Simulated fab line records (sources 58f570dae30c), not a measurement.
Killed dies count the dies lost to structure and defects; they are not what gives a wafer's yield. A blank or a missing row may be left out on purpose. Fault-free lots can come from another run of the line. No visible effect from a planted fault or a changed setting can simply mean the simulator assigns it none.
The same fault as seen by 2 desks || flow berkeley-cmos170 || each desk has only its own numbers; what lay behind them comes last

== TOOL OWNER'S DESK, furnace-01 ==
The tool's own readings at UCB170_WELLDRIVE_OXIDATION_01 (target thk 199 nm, ox time 9000 s): means of the sampled wafers that have a number, for each lot that ran on this tool. The brackets show how far a lot's mean lies from the usual mean; more than 4 standard deviations puts the lot out of limits, marked OUT.
Columns: A = spike-tc-centre-C at UCB170_WELLDRIVE_OXIDATION_01, usual 1102.7 C
{"lot": "L684", "first seen here": "day 4 10:04", "A": 1101.6}
{"lot": "L685", "first seen here": "day 5 01:51", "A": 1102.0}
{"lot": "L687", "first seen here": "day 5 05:21", "A": 1101.3}
{"lot": "L688", "first seen here": "day 5 11:46", "A": 1102.2}
{"lot": "L690", "first seen here": "day 5 11:46", "A": 1101.2}
{"lot": "L694", "first seen here": "day 6 19:24", "A": 1102.5}
{"lot": "L695", "first seen here": "day 6 19:24", "A": 1102.3}
Result from this desk: across the 7 lots, nothing is out of limits.

== AT THE METROLOGY DESK ==
What the gauges read, lot by lot, whatever tool the lot ran on: means of the sampled wafers that have a number. The brackets show how far a lot's mean lies from the usual mean; more than 4 standard deviations puts the lot out of limits, marked OUT.
Columns: A = NWELL_OXIDE_THK at UCB170_NWELL_THK_MEAS_02, usual 26.3 nm; B = WELLDRIVE_OXIDE_THK at UCB170_WELLDRIVE_THK_MEAS_02, usual 199 nm; C = cd-nm at UCB170_NLDD_CD_MEAS_06, usual 1198.9 nm; D = cd-nm at UCB170_M1_CD_MEAS_09, usual 700.4 nm
{"lot": "L679", "first seen here": "day 1 23:00", "A": 25.9, "B": 196, "C": 1199.4, "D": 701.4}
{"lot": "L680", "first seen here": "day 2 01:48", "A": 26.1, "B": 194, "C": 1197.9, "D": 698.9}
{"lot": "L681", "first seen here": "day 2 05:50", "A": 26.5, "B": 202, "C": 1198.4, "D": 699.7}
{"lot": "L683", "first seen here": "day 2 17:03", "A": 26.7, "B": 200, "C": 1198.2, "D": 701.7}
{"lot": "L684", "first seen here": "day 2 23:41", "A": 26.6, "B": 196, "C": 1199.3, "D": 700.4}
{"lot": "L686", "first seen here": "day 3 08:11", "A": 26.2, "B": 201, "C": 1198.8, "D": 701.5}
{"lot": "L685", "first seen here": "day 3 08:13", "A": 26.8, "B": 202, "C": 1203.0, "D": 702.9}
{"lot": "L687", "first seen here": "day 3 15:08", "A": 25.9, "B": 202, "C": 1196.6, "D": 698.3}
{"lot": "L688", "first seen here": "day 4 02:29", "A": 26.7, "B": 200, "C": 1197.9, "D": 702.2}
{"lot": "L690", "first seen here": "day 4 05:05", "A": 26.4, "B": 198, "C": 1199.3, "D": 701.0}
{"lot": "L694", "first seen here": "day 5 06:31", "A": 26.1, "B": "181 (-4.5) OUT", "C": 1198.1, "D": 700.3}
{"lot": "L695", "first seen here": "day 5 06:32", "A": 25.1, "B": "176 (-5.9) OUT", "C": 1198.8, "D": 700.4}
{"lot": "L698", "first seen here": "day 5 19:04", "A": 25.0, "B": 199, "C": 1198.4, "D": 699.4}
{"lot": "L702", "first seen here": "day 6 20:41", "A": 27.4, "B": 200, "C": 1199.7, "D": 701.3}
This desk's result: L694, L695 out of limits, first on L694 (WELLDRIVE_OXIDE_THK at UCB170_WELLDRIVE_THK_MEAS_02), day 6 22:54. Within limits: L679, L680, L681, L683, L684, L686, L685, L687, L688, L690, L698, L702.

== BROUGHT TOGETHER ==
On L694, L695, the metrology desk was in a position to raise an alarm at day 6 22:54.
Nothing out of limits was seen by the tool owner's desk.
On record at the tool owner's desk: L694, L695, within its limits.
All the named lots went through UCB170_WELLDRIVE_OXIDATION_01 on furnace-01.

== WHAT THE SIMULATOR PUT IN ==
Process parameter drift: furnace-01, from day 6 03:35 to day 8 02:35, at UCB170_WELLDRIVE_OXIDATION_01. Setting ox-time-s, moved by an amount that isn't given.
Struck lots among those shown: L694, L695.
Hours from the fault's start to each desk's first reading out of limits: the metrology desk, 19.
